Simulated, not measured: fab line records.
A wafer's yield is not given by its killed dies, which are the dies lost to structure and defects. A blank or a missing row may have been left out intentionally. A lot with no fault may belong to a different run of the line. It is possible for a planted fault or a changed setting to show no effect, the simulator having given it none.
Split-lot study -- flow berkeley_cmos170 -- on a route of 331 steps: 5 lots, 23 wafers read

## THE SPLIT ITSELF
At UCB170_SACOX_OXIDATION_01 (target thk 14.4 nm, ox time 2400 s), the setting temp_c was moved away from the recipe's 900 C on 20 of the 23 wafers read, by -0.8% to +2.8%. The other wafers ran this setting at the recipe's value.

No step appears in the file between the split and the reading.

## THE READING
At UCB170_SACOX_THK_MEAS_02: SACOX_OXIDE_THK, given in nm. A value of 14.33 nm with a standard deviation of 0.26 nm is what fault-free wafers of this fab line usually give.

wafer,"tool, chamber at the split","temp_c as run, C",against the recipe,"SACOX_OXIDE_THK, nm",against lot-mates on the recipe
L075.1,"-, -",919.2,+2.1%,17.78,no lot-mate on the recipe
L075.2,"-, -",919.2,+2.1%,17.85,no lot-mate on the recipe
L075.4,"-, -",919.2,+2.1%,17.84,no lot-mate on the recipe
L075.5,"-, -",919.2,+2.1%,17.66,no lot-mate on the recipe
L075.6,"-, -",919.2,+2.1%,17.58,no lot-mate on the recipe
L077.1,"-, -",925.5,+2.8%,18.18,no lot-mate on the recipe
L077.2,"-, -",925.5,+2.8%,18.16,no lot-mate on the recipe
L077.3,"-, -",925.5,+2.8%,18.20,no lot-mate on the recipe
L077.4,"-, -",925.5,+2.8%,18.26,no lot-mate on the recipe
L077.6,"-, -",925.5,+2.8%,18.11,no lot-mate on the recipe
L080.1,"-, -",893,-0.8%,13.17,no lot-mate on the recipe
L080.2,"-, -",893,-0.8%,12.95,no lot-mate on the recipe
L080.4,"-, -",893,-0.8%,13.02,no lot-mate on the recipe
L080.5,"-, -",893,-0.8%,13.04,no lot-mate on the recipe
L080.6,"-, -",893,-0.8%,12.88,no lot-mate on the recipe
L085.1,"furnace-01, 0",900,recipe,14.67,-
L085.2,"furnace-01, 0",900,recipe,14.77,-
L085.3,"furnace-01, 0",900,recipe,14.87,-
L083.2,"-, -",921.1,+2.3%,17.66,no lot-mate on the recipe
L083.3,"-, -",921.1,+2.3%,17.78,no lot-mate on the recipe
L083.4,"-, -",921.1,+2.3%,17.97,no lot-mate on the recipe
L083.5,"-, -",921.1,+2.3%,18.41,no lot-mate on the recipe
L083.6,"-, -",921.1,+2.3%,17.99,no lot-mate on the recipe

THE FIT
A straight line over all 23 wafers: SACOX_OXIDE_THK changes by +1.46 nm for each +1% of temp_c; r = +0.99; the points scatter about the line by 0.32 nm.
Too few moved wafers with a lot-mate on the recipe to fit a line net of each lot's own level.

## THE WHOLE CHAIN: every reading that the file lists as answering this split, in the file's order
step,what it does,reading,change (the file's fit),r (the file's)
UCB170_SACOX_OXIDATION_01,"target thk 14.4 nm, ox time 2400 s","SiO2_of_SACOX_OXIDATION_01.thk_nm (the simulator's own value, which no gauge read)",+1.47 nm for each +1% of the setting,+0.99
UCB170_SACOX_THK_MEAS_02,,SACOX_OXIDE_THK,+1.46 for each +1% of the setting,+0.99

## THE FILE'S OWN FIT
SACOX_OXIDE_THK changes by +1.46 nm for each +1% of temp_c, r = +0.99.
